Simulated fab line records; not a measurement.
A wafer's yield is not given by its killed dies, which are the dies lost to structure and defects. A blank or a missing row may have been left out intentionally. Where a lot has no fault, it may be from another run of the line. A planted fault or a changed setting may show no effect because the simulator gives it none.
Chamber matching :: flow berkeleyCmos170 :: UCB170_GATE_ETCH_15 on rieSi-01 has 3 sister chambers
The step etches poly-Si in HBr/Cl2, stops on SiO2, time 56.3 s, target depth 278.2 nm. 3 wafers are shown with their chamber, then 6 later ones without.

## WAFERS WITH THEIR CHAMBER
wafer: L654.2
chamber: 3
drypumpMotorCurrentA (A): 6.6

wafer: L658.4
chamber: 2
drypumpMotorCurrentA (A): 5.7

wafer: L658.5
chamber: 0
drypumpMotorCurrentA (A): 5.7

## WAFERS MISSING THEIR CHAMBER
wafer: L655.2
drypumpMotorCurrentA (A): 6.5

wafer: L655.5
drypumpMotorCurrentA (A): 6.5

wafer: L655.6
drypumpMotorCurrentA (A): 5.7

wafer: L669.1
drypumpMotorCurrentA (A): 5.7

wafer: L669.2
drypumpMotorCurrentA (A): 5.7

wafer: L669.5
drypumpMotorCurrentA (A): 5.7

## THE CHAMBER EACH PASSED THROUGH
wafer: L655.2
from the rows above: 3
in truth: 3

wafer: L655.5
from the rows above: 3
in truth: 3

wafer: L655.6
from the rows above: can't be placed: 0 or 2
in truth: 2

wafer: L669.1
from the rows above: can't be placed: 0 or 2
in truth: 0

wafer: L669.2
from the rows above: can't be placed: 0 or 2
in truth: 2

wafer: L669.5
from the rows above: can't be placed: 0 or 2
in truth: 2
Correctly placed: 2 of 6. These rows do not allow placing 4 (true chamber among the candidates in 4). Wrongly placed: 0.
How it was worked out, from the rows above alone: a wafer's distance from a chamber is the root of the sum, over the readings, of the square of ((its reading less the chamber's mean) divided by the reading's scatter). The wafer belongs to the nearest chamber; if the next one is less than 2 further off, it can't be placed. The mean given for a chamber averages the wafers shown for that chamber. The scatter: with one shown wafer a chamber, the root of the mean of the squares of how far each hidden wafer lies from its nearest shown one.
